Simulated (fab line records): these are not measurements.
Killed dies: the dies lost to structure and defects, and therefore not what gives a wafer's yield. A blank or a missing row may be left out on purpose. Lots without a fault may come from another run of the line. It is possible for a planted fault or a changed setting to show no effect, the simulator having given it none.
fab line records    flow rit-cmos
record lots=6  wafers=18  last-day=7
route steps=202 shown GATE@78 FOX2@80
lots that met no fault: from a run of the same line without faults
start-h: hours from the record's opening day to when the first of the lot's shown wafers began    wait-h: how many hours have passed since the lot's step before this one    " repeats the value in the row above    L1.1+2: a row that stands for several wafers    - no value present, or no start provided    * or withheld: withheld    < > ~ a bound
route shown NAME@n: a module of which the file shows steps, and the number in the route of the first    usual: average and standard deviation across the fault-free wafers    same: alike in all rows    chamber/n: place in a boat    sites: each site's reading    _std_site: the standard deviation of these    _edge_site: outer sites' mean less inner sites'    radius-mm: for every site, how far away it sits from the centre of the wafer    mask NAME#n: copy n    behind: the tool/chamber that last shaped the wafer    hold: why the lot went on hold/how many hours it stayed there/how the hold came to an end    device: which transistor (n, p or np) failed to switch    end of line: tests of these same wafers at the route's end    a step without rows: its recipe alone    killed: count of dies lost to structure and defects at first sort (not the wafer's yield)    map: dies across one wafer; x = killed, . = not, _ = none there
set.NAME: the setting the step ran with; set.NAME@STEP: the setting that earlier step ran with    model.NAME: the simulator's own value behind a step, which no gauge read
lots at some steps of the route; a table a step, a row a wafer
## steps
# step RIT_GATE_CLEAN_03
# recipe chemistry=SC2  mix=3:3:50  time-s=600  temp-c=75  dry=n2-spin
# step RIT_GATE_CLEAN_04
# recipe chemistry=dHF  dilution=50:1  time-s=60  dry=n2-spin
# step RIT_FOX2_THK_MEAS_91
# recipe reads=SiO2_of_FOX2_OXIDATION_00
# usual FIELD_OXIDE_LEFT_2_THK=257/8.1
lot.wafer  tool           chamber  start-h  wait-h  FIELD_OXIDE_LEFT_2_THK[nm]
L264.1     film-metro-03  -        47.54    0.0     259
L264.4     "              -        "        "       259
L264.5     "              -        "        "       254
L270.3     film-metro-02  -        72.99    0.0     253
L270.4     "              -        "        "       248
L270.6     "              -        "        "       250
L271.1     film-metro-02  -        78.50    0.0     252
L271.3     "              -        "        "       256
L271.5     "              -        "        "       249
L280.2     film-metro-03  -        121.98   0.0     251
L280.3     "              -        "        "       250
L280.6     "              -        "        "       251
L281.2     film-metro-02  -        128.18   0.0     276
L281.4     "              -        "        "       271
L281.5     "              -        "        "       266
L282.1     film-metro-02  -        131.69   0.0     255
L282.3     "              -        "        "       256
L282.4     "              -        "        "       254
# step RIT_GATE_OXIDATION_05
# recipe temp-c=900  ambient=O2  target-thk-a=30  ox-time-s=270
# step RIT_GATE_ANNEAL_06
# recipe temp-c=900  time-s=600  ambient=N2O
# step RIT_GATE_THK_MEAS_07
# recipe reads=SiO2_of_GATE_OXIDATION_05
# usual GATE_OXIDE_THK=3.01/0.09
lot.wafer  tool           chamber  start-h  wait-h  GATE_OXIDE_THK[nm]
L264.1     film-metro-01  -        49.48    0.0     2.93
L264.4     "              -        "        "       2.91
L264.5     "              -        "        "       2.88
L270.3     film-metro-01  -        74.38    0.0     2.86
L270.4     "              -        "        "       2.92
L270.6     "              -        "        "       2.88
L271.1     film-metro-03  -        80.35    0.0     3.09
L271.3     "              -        "        "       3.12
L271.5     "              -        "        "       3.15
L280.2     film-metro-01  -        124.70   0.0     2.96
L280.3     "              -        "        "       2.97
L280.6     "              -        "        "       2.93
L281.2     film-metro-02  -        129.56   0.0     2.96
L281.4     "              -        "        "       3.09
L281.5     "              -        "        "       3.10
L282.1     film-metro-02  -        134.08   0.0     3.07
L282.3     "              -        "        "       3.04
L282.4     "              -        "        "       2.97
# step RIT_GATE_CVD_08
# recipe material=poly-Si  target-thk-nm=250  temp-c=610  precursor=SiH4  time-s=2220  pressure-mtorr=300  sih4-flow-sccm=100
# step RIT_GATE_THK_MEAS_09
# recipe reads=poly-Si_of_GATE_CVD_08
# usual GATE_POLY_THK=249/3.1
lot.wafer  tool           chamber  start-h  wait-h  GATE_POLY_THK[nm]
L264.1     film-metro-03  -        51.16    0.0     251
L264.4     "              -        "        "       252
L264.5     "              -        "        "       251
L270.3     film-metro-03  -        76.05    0.0     250
L270.4     "              -        "        "       250
L270.6     "              -        "        "       249
L271.1     film-metro-03  -        82.03    0.0     246
L271.3     "              -        "        "       248
L271.5     "              -        "        "       247
L280.2     film-metro-01  -        126.38   0.0     253
L280.3     "              -        "        "       253
L280.6     "              -        "        "       252
L281.2     film-metro-03  -        131.24   0.0     251
L281.4     "              -        "        "       250
L281.5     "              -        "        "       252
L282.1     film-metro-03  -        135.76   0.0     252
L282.3     "              -        "        "       251
L282.4     "              -        "        "       252
# step RIT_GATE_HMDS_10
# recipe prime-time-s=60  prime-temp-c=140
# step RIT_GATE_COAT_11
# recipe resist=NOVOLAK  spin-rpm=4250  resist-thk-nm=850
# step RIT_GATE_SOFTBAKE_12
# recipe resist=NOVOLAK  temp-c=90  time-s=60
# step RIT_GATE_EXPOSE_13
# recipe mask-id=M6  na=0.6  source-shape=conventional  sigma-outer=0.6  target-cd-nm=150  dose-mj=380
# step RIT_GATE_PEB_14
# recipe resist=NOVOLAK  temp-c=withheld  time-s=withheld
# usual chill-plate-temp-C=*  exhaust-pa=45.3/0.8
lot.wafer  tool            chamber  start-h  wait-h  chill-plate-temp-C  exhaust-pa
L264.1     litho-track-01  0        51.91    0.1     *                   45.9
L264.4     "               0        "        "       *                   45.1
L264.5     "               0        "        "       *                   45.4
L270.3     litho-track-04  -        76.84    0.1     -                   -
L270.4     "               -        "        "       -                   -
L270.6     "               -        "        "       -                   -
L271.1     litho-track-03  -        82.81    0.3     -                   -
L271.3     "               -        "        "       -                   -
L271.5     "               -        "        "       -                   -
L280.2     litho-track-01  0        127.18   0.1     *                   45.0
L280.3     "               0        "        "       *                   44.9
L280.6     "               0        "        "       *                   45.3
L281.2     litho-track-04  0        132.00   0.1     *                   46.6
L281.4     "               0        "        "       *                   45.5
L281.5     "               0        "        "       *                   45.5
L282.1     litho-track-04  0        136.39   0.1     *                   45.8
L282.3     "               0        "        "       *                   45.6
L282.4     "               0        "        "       *                   45.7
# step RIT_GATE_DEVELOP_15
# recipe resist=NOVOLAK  develop-time-s=48.59  dev-temp-c=23
## key
first-sign step=RIT_GATE_PEB_14  reading=tool-record  direction=missing
effect none on later readings
met-at RIT_GATE_PEB_14
struck-wafers L270.3,L270.4,L270.6,L271.1,L271.3,L271.5
sort-left-out L270.3,L270.4,L270.6,L271.1,L271.3,L271.5
tester-left-out L270,L271
fault kind=skipped-step-whole  tool=litho-track-03,litho-track-04  chamber=-  onset-h=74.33  steps=RIT_GATE_PEB_14  scope=struck-lots-only
# tester-left-out: of these lots the tester's yield and bins aren't shown, on N5 and GAA mostly nor the transistor test; their killed dies are dies lost to structure and defects alone, not to doping, threshold or leakage, so they don't give the yield
# sort-left-out: the simulated sort isn't trusted on such a fault, so these wafers' sort isn't shown, and their yield isn't known
